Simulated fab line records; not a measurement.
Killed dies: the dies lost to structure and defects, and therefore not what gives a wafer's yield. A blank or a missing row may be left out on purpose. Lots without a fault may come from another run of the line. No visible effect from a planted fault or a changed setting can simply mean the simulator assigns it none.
fab line records	flow ritCmos
record: lots: 6	wafers: 18	lastDay: 6
route steps=202 shown PRETRO@69 GATE@75 FOX2@80 M1@202
lots that met no fault: from a run of the same line without faults
startH: hours from the record's first day to the start of the lot's first wafer shown	waitH: time in hours since the lot's previous step	" repeats the value in the row above	L1.1+2: one row covering several wafers at once	- no value present, or no start provided	* or withheld: withheld	< > ~ a bound
route shown NAME@n: a module of which the file shows steps, and the number in the route of the first	usual: mean/standard deviation of fault-free wafers	same: alike in all rows	chamber/n: place in a boat	sites: each site's reading	_std_site: standard deviation of those values	_edge_site: mean of outer sites minus mean of inner sites	radiusMm: for every site, how far away it sits from the centre of the wafer	mask NAME#n: copy n	behind: the tool/chamber that last shaped the wafer	hold: why the lot was held/for how many hours/how that ended	device: the transistor (n, p or np) that didn't switch	end of line: the same wafers' tests at the end of the route	a step given without rows: its recipe and nothing more	killed: count of dies lost to structure and defects at first sort (not the wafer's yield)	map: shows each die of a wafer: x if killed, . if not, _ if none is there
set.NAME: the run value of the setting; set.NAME@STEP: its run value at that earlier step	model.NAME: the simulator's own value behind a step, which no gauge read
lots seen at some steps along the route; tables by step, rows by wafer
services: when a tool's chamber went out of use (startH, in hours from the record's first day, below 0 if earlier), for how many hours, and the reason
== steps ==
step: RIT_PRETRO_DEVELOP_05
recipe: resist: NOVOLAK	developTimeS: 68	devTempC: 23
step: RIT_PRETRO_OVL_MEAS_06
usual: PRETRO_OVL: 0.6/1.4
lot.wafer	tool	chamber	startH	waitH	PRETRO_OVL[nm]
L839.3	overlay-02	-	45.60	-	-0.6
L839.4	"	-	"	"	0.2
L839.6	"	-	"	"	0.2
L840.1	overlay-01	-	50.04	-	3.1
L840.3	"	-	"	"	1.3
L840.5	"	-	"	"	-0.1
L846.2	overlay-01	-	80.34	-	-1.1
L846.4	"	-	"	"	-0.3
L846.6	"	-	"	"	3.1
L847.1	overlay-01	-	82.41	-	1.2
L847.5	"	-	"	"	2.9
L847.6	"	-	"	"	-1.7
L848.2	overlay-02	-	86.85	-	1.1
L848.3	"	-	"	"	1.0
L848.5	"	-	"	"	-0.5
L854.2	overlay-02	-	117.74	-	2.5
L854.3	"	-	"	"	2.0
L854.5	"	-	"	"	2.5
step: RIT_PRETRO_HARDBAKE_07
recipe: resist: NOVOLAK	tempC: 140	timeS: 120
step: RIT_PRETRO_IMPLANT_08
recipe: species: B	energyKev: 45	doseCm2: 1.2e+13	tiltDeg: 7
step: RIT_PRETRO_STRIP_09
recipe: chemistry: O2	timeS: 180	resist: NOVOLAK	platenTempC: withheld	powerW: 500	pressureMtorr: 4000	o2FlowSccm: 4000
usual: drypumpMotorCurrentA: 5.8/0.41	o2FlowSccm: 4001/13
lot.wafer	tool	chamber	startH	waitH	drypumpMotorCurrentA	o2FlowSccm	rfHoursCounterH
L839.3	plasmaAsher-02	0	46.08	0.1	6.1	3998	-
L839.4	"	1	"	"	6.1	3991	-
L839.6	"	0	"	"	6.1	3996	-
L840.1	plasmaAsher-02	0	50.47	0.1	6.0	4002	40
L840.3	"	1	"	"	6.1	3978	-
L840.5	"	0	"	"	6.1	4008	-
L846.2	plasmaAsher-01	0	80.77	0.1	5.7	4013	44
L846.4	"	1	"	"	5.1	3985	-
L846.6	"	0	"	"	5.7	4026	-
L847.1	plasmaAsher-01	1	82.84	0.1	5.1	3995	44
L847.5	"	1	"	"	5.1	3982	-
L847.6	"	0	"	"	5.7	3998	-
L848.2	plasmaAsher-03	1	87.28	0.1	6.3	3998	28
L848.3	"	1	"	"	6.3	3989	-
L848.5	"	0	"	"	5.9	3998	-
L854.2	plasmaAsher-01	0	118.17	0.1	5.7	3997	48
L854.3	"	1	"	"	5.1	3997	-
L854.5	"	0	"	"	5.7	4006	-
step: RIT_PRETRO_TW_MEAS_10
usual: PRETRO_TW: 477/6.5
lot.wafer	tool	chamber	startH	waitH	PRETRO_TW
L839.3	filmMetro-03	-	46.22	0.1	469
L839.4	"	-	"	"	471
L839.6	"	-	"	"	470
L840.1	filmMetro-02	-	50.65	0.1	484
L840.3	"	-	"	"	482
L840.5	"	-	"	"	480
L846.2	filmMetro-02	-	80.95	0.1	486
L846.4	"	-	"	"	483
L846.6	"	-	"	"	484
L847.1	filmMetro-01	-	83.02	0.1	479
L847.5	"	-	"	"	478
L847.6	"	-	"	"	479
L848.2	filmMetro-02	-	87.47	0.1	481
L848.3	"	-	"	"	483
L848.5	"	-	"	"	482
L854.2	filmMetro-02	-	118.36	0.1	480
L854.3	"	-	"	"	478
L854.5	"	-	"	"	481
step: RIT_GATE_WET_ETCH_00
recipe: chemistry: BOE	target: SiO2	targetDepthNm: 56	timeS: 60	dry: n2Spin	dilution: 10:1	tempC: 21.5
step: RIT_GATE_CLEAN_01
recipe: chemistry: SC1	mix: 3:3:50	timeS: 600	tempC: 75
step: RIT_GATE_CLEAN_02
recipe: chemistry: dHF	dilution: 50:1	timeS: 30
step: RIT_GATE_CLEAN_03
recipe: chemistry: SC2	mix: 3:3:50	timeS: 600	tempC: 75	dry: n2Spin
step: RIT_GATE_CLEAN_04
recipe: chemistry: dHF	dilution: 50:1	timeS: 58.06	dry: n2Spin
step: RIT_FOX2_THK_MEAS_91
recipe: reads: SiO2_of_FOX2_OXIDATION_00
usual: FIELD_OXIDE_LEFT_2_THK: 258/6.8
lot.wafer	tool	chamber	startH	waitH	FIELD_OXIDE_LEFT_2_THK[nm]
L839.3	filmMetro-01	-	46.73	0.0	260
L839.4	"	-	"	"	262
L839.6	"	-	"	"	264
L840.1	filmMetro-04	-	51.18	0.0	275
L840.3	"	-	"	"	269
L840.5	"	-	"	"	269
L846.2	filmMetro-04	-	81.46	0.0	266
L846.4	"	-	"	"	262
L846.6	"	-	"	"	261
L847.1	filmMetro-04	-	83.50	0.0	248
L847.5	"	-	"	"	252
L847.6	"	-	"	"	256
L848.2	filmMetro-01	-	87.95	0.0	255
L848.3	"	-	"	"	251
L848.5	"	-	"	"	248
L854.2	filmMetro-01	-	118.83	0.0	250
L854.3	"	-	"	"	251
L854.5	"	-	"	"	255
step: RIT_GATE_OXIDATION_05
recipe: tempC: 900	ambient: O2	targetThkA: 30	oxTimeS: 270
usual: spikeTcCentreC: 902.7/1.8	spikeTcLoadC: 924.5/2	spikeTcSourceC: 926.9/2.8	tubeCenterTempC: 900.01/0.078	tube_center_temp_C_max: 902.3/0.38	zonePowerLoadPct: 25.7/1.2
lot.wafer	tool	chamber	startH	waitH	spikeTcCentreC	spikeTcLoadC	spikeTcSourceC	tubeCenterTempC	tube_center_temp_C_max	zonePowerLoadPct	model.SiO2_of_GATE_OXIDATION_05.thkNm
L839.3	furnace-01	0	47.74	1.0	902.0	923.6	924.2	900.04	902.3	26.0	2.919
L839.4	"	0	"	"	903.4	923.6	923.6	900.02	902.0	26.1	2.891
L839.6	"	0	"	"	900.4	921.4	923.5	899.93	902.2	26.2	2.965
L840.1	furnace-04	0	51.24	0.1	901.6	923.4	929.6	900.04	902.2	23.6	3.069
L840.3	"	0	"	"	901.8	922.7	929.1	900.09	901.8	23.5	3.059
L840.5	"	0	"	"	903.5	923.4	928.3	899.93	902.6	23.6	3.1
L846.2	furnace-03	0	81.51	0.0	942.9	963.6	967.0	937.58	940.7	29.4	4.673
L846.4	"	0	"	"	941.7	964.0	968.2	937.62	939.8	29.3	4.7
L846.6	"	0	"	"	941.0	966.9	966.9	937.77	940.4	29.1	4.687
L847.1	furnace-04	0	83.75	0.2	902.1	925.3	929.0	900	902.2	23.4	3.106
L847.5	"	0	"	"	901.5	924.0	927.6	900.11	903.0	23.6	3.091
L847.6	"	0	"	"	901.0	922.0	929.9	900.15	902.5	24.1	3.061
L848.2	furnace-03	0	88.64	0.7	941.2	963.8	967.5	937.6	939.7	29.7	4.694
L848.3	"	0	"	"	942.3	965.3	968.5	937.68	939.7	29.2	4.673
L848.5	"	0	"	"	942.9	963.4	967.1	937.68	940.6	29.7	4.675
L854.2	furnace-04	0	119.10	0.3	901.7	923.2	931.0	899.97	902.4	23.0	3.05
L854.3	"	0	"	"	901.5	923.7	929.5	899.98	902.0	23.5	3.071
L854.5	"	0	"	"	900.4	924.2	928.8	899.87	902.7	23.8	3.082
step: RIT_GATE_ANNEAL_06
recipe: tempC: 900	timeS: 600	ambient: N2O
step: RIT_GATE_THK_MEAS_07
recipe: reads: SiO2_of_GATE_OXIDATION_05
usual: GATE_OXIDE_THK: 3.04/0.07
lot.wafer	tool	chamber	startH	waitH	GATE_OXIDE_THK[nm]
L839.3	filmMetro-02	-	49.08	0.0	2.91
L839.4	"	-	"	"	2.89
L839.6	"	-	"	"	2.97
L840.1	filmMetro-04	-	52.57	0.0	3.07
L840.3	"	-	"	"	3.06
L840.5	"	-	"	"	3.12
L846.2	filmMetro-02	-	82.85	0.0	4.69
L846.4	"	-	"	"	4.75
L846.6	"	-	"	"	4.79
L847.1	filmMetro-01	-	85.54	0.0	3.06
L847.5	"	-	"	"	3.09
L847.6	"	-	"	"	3.08
L848.2	filmMetro-01	-	89.97	0.0	4.72
L848.3	"	-	"	"	4.72
L848.5	"	-	"	"	4.67
L854.2	filmMetro-02	-	122.62	0.0	3.11
L854.3	"	-	"	"	3.15
L854.5	"	-	"	"	3.03
step: RIT_GATE_CVD_08
recipe: material: poly-Si	targetThkNm: 250	tempC: 610	precursor: SiH4	timeS: 2220	pressureMtorr: 300	sih4FlowSccm: 100
step: RIT_M1_PROBE_99
usual: killed_at_M0_to_M3: 0.0/0.083	killedAtContacts: 0.1/0.27	killedAtFrontEnd: 6.7/2.9	killedDies: 6.7/2.9	killedOpen: 3.4/1.8	killedShort: 3.3/2.2
same: grossDies: 264	killed_at_M4_up: 0	killedAtBackSide: 0	killedAtOther: 0
lot.wafer	tool	chamber	startH	waitH	killed_at_M0_to_M3	killedAtContacts	killedAtFrontEnd	killedDies	killedOpen	killedShort	model.etest.pmos_0p3.rOnOhmUm	model.etest.pmosTurned.rOnOhmUm	model.etest.pmos_0p15.rOnOhmUm	model.etest.nmos_0p3.rOnOhmUm	model.etest.nmos_0p15.rOnOhmUm	model.etest.nmos_0p15.driveUaUm	model.etest.nmos_0p3.driveUaUm	model.etest.nmosNarrow.driveUaUm
L839.3	prober-02	-	72.30	0.2	0	0	5	5	3	2	6211	3521	2794	2149	1127	473.8	227.4	213
L839.4	prober-02	-	72.35	0.2	0	0	5	5	2	3	6085	3399	2667	2107	1073	495.4	231.9	223.1
L839.6	prober-02	-	72.45	0.2	0	0	7	7	2	5	6215	3455	2757	2163	1115	473.7	223.5	210.7
L840.1	prober-01	-	76.35	0.1	1	0	10	11	6	5	6350	3288	2678	2186	1121	461.6	215.3	199.4
L840.3	prober-01	-	76.45	0.2	0	0	7	7	2	5	6370	3340	2734	2207	1140	459.7	216.4	206
L840.5	prober-01	-	76.55	0.2	0	0	4	4	1	3	6383	3358	2753	2214	1152	457	212.9	203.2
L846.2	prober-02	-	107.01	0.1	0	0	5	5	3	2	9711	4535	3702	3193	1362	316.2	111	103
L846.4	prober-02	-	107.11	0.2	0	0	6	6	2	4	9858	4642	3732	3221	1379	309	109	101.9
L846.6	prober-02	-	107.21	0.2	0	0	7	7	5	2	9654	4493	3680	3195	1369	315.7	110.1	103.5
L847.1	prober-01	-	110.59	0.1	0	0	8	8	4	4	6582	3579	2864	2315	1205	430.1	203.5	198.7
L847.5	prober-01	-	110.79	0.2	0	1	9	10	4	6	6489	3494	2804	2302	1212	437.6	208	200.6
L847.6	prober-01	-	110.84	0.2	0	0	4	4	1	3	6453	3464	2812	2267	1199	438	210.3	201.2
L848.2	prober-02	-	115.57	0.1	0	0	5	5	4	1	1.012e+04	4962	4025	3228	1430	291.8	108.5	102.5
L848.3	prober-02	-	115.62	0.2	0	0	7	7	4	3	1.006e+04	4995	3966	3194	1413	296	110.5	103.8
L848.5	prober-02	-	115.72	0.2	0	0	8	8	3	5	1.002e+04	4997	3999	3212	1427	292.6	110.3	104.6
L854.2	prober-02	-	146.72	0.1	0	0	6	6	5	1	6436	3498	2858	2214	1158	448	217.2	210.8
L854.3	prober-02	-	146.77	0.2	0	0	2	2	1	1	6573	3544	2915	2254	1186	449.5	215.6	207.2
L854.5	prober-02	-	146.87	0.2	0	0	6	6	1	5	6503	3514	2848	2239	1175	446.5	215.8	206
killed by level:class
L839.3 FOX1:geometricParticle:open=2 FOX1:geometricParticle:short=1 GATE:geometricParticle:short=1 GATE:geometricParticle:open=1
L839.4 SILICIDE:geometricParticle:short=2 REOX:geometricParticle:open=1 REOX:geometricParticle:short=1 SILICIDE:geometricParticle:open=1
L839.6 FOX1:geometricParticle:short=3 ACTIVE:geometricParticle:short=1 FOX1:geometricParticle:open=1 FOX2:geometricParticle:open=1 GATE:geometricParticle:short=1
L840.1 SILICIDE:geometricParticle:open=3 GATE:geometricParticle:short=2 GATE:geometricParticle:open=2 FOX1:geometricParticle:open=1 SPACER:geometricParticle:short=1 SILICIDE:geometricParticle:short=1 M1:geometricParticle:short=1
L840.3 GATE:geometricParticle:short=2 SPACER:geometricParticle:open=1 FOX2:geometricParticle:short=1 REOX:geometricParticle:short=1 SPACER:geometricParticle:short=1 SILICIDE:geometricParticle:open=1
L840.5 GATE:geometricParticle:short=2 SPACER:geometricParticle:short=1 SILICIDE:geometricParticle:open=1
L846.2 GATE:geometricParticle:open=2 FOX1:geometricParticle:open=1 FOX2:geometricParticle:short=1 SPACER:geometricParticle:short=1
L846.4 GATE:geometricParticle:short=2 FOX1:geometricParticle:short=1 FOX2:geometricParticle:open=1 REOX:geometricParticle:short=1 SILICIDE:geometricParticle:open=1
L846.6 FOX1:geometricParticle:short=2 FOX1:geometricParticle:open=2 GATE:geometricParticle:open=1 REOX:geometricParticle:open=1 SILICIDE:geometricParticle:open=1
L847.1 GATE:geometricParticle:short=2 GATE:geometricParticle:open=2 REOX:geometricParticle:short=1 SPACER:geometricParticle:open=1 SPACER:geometricParticle:short=1 SILICIDE:geometricParticle:open=1
L847.5 GATE:geometricParticle:open=4 GATE:geometricParticle:short=2 SPACER:geometricParticle:short=2 FOX1:geometricParticle:short=1 CONTACT:geometricParticle:short=1
L847.6 SILICIDE:geometricParticle:short=3 REOX:geometricParticle:open=1
L848.2 GATE:geometricParticle:open=3 GATE:geometricParticle:short=1 SILICIDE:geometricParticle:open=1
L848.3 GATE:geometricParticle:short=2 FOX1:geometricParticle:open=1 GATE:geometricParticle:open=1 REOX:geometricParticle:open=1 REOX:geometricParticle:short=1 SILICIDE:geometricParticle:open=1
L848.5 GATE:geometricParticle:short=2 REOX:geometricParticle:short=2 FOX1:geometricParticle:open=1 FOX1:geometricParticle:short=1 GATE:geometricParticle:open=1 STARTING-WAFER:geometricParticle:open=1
L854.2 GATE:geometricParticle:open=2 FOX2:geometricParticle:open=1 GATE:geometricParticle:short=1 REOX:geometricParticle:open=1 SILICIDE:geometricParticle:open=1
L854.3 SILICIDE:geometricParticle:short=1 SILICIDE:geometricParticle:open=1
L854.5 GATE:geometricParticle:short=3 FOX1:geometricParticle:short=1 GATE:geometricParticle:open=1 SILICIDE:geometricParticle:short=1
== services ==
tool	chamber	startH	hours	kind
furnace-01	-	25.65	2.7	pm
plasmaAsher-03	-	31.99	31.5	repair
furnace-03	-	42.05	2.9	pm
plasmaAsher-03	-	63.47	2.8	pm
== key ==
firstSign: step: RIT_GATE_OXIDATION_05	reading: tubeCenterTempC	direction: up	sigmas: 99+	usual: *	struck: *
effect: step: RIT_GATE_OXIDATION_05	reading: tube_center_temp_C_max	direction: up	sigmas: 98	usual: *	struck: *
effect: step: RIT_GATE_THK_MEAS_07	reading: GATE_OXIDE_THK	direction: up	sigmas: 24	usual: 3.04	struck: 4.72
modelEffect: step: RIT_GATE_OXIDATION_05	value: SiO2_of_GATE_OXIDATION_05.thkNm	without: 3.033	struck: 4.684
modelEffect: step: RIT_M1_PROBE_99	value: etest.pmos_0p3.rOnOhmUm	without: 6418	struck: 9903
metAt RIT_GATE_OXIDATION_05
struckWafers L846.2,L846.4,L846.6,L848.2,L848.3,L848.5
testerLeftOut L846,L848
fault: kind: processParameterDrift	tool: furnace-03	chamber: -	onsetH: 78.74	steps: RIT_GATE_OXIDATION_05	channel: tempC	offset: *	shape: step	endH: 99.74	actsIn: *	stated: *
testerLeftOut: of these lots the tester's yield and bins aren't shown, on N5 and GAA mostly nor the transistor test; their killed dies are dies lost to structure and defects alone, not to doping, threshold or leakage, so they don't give the yield
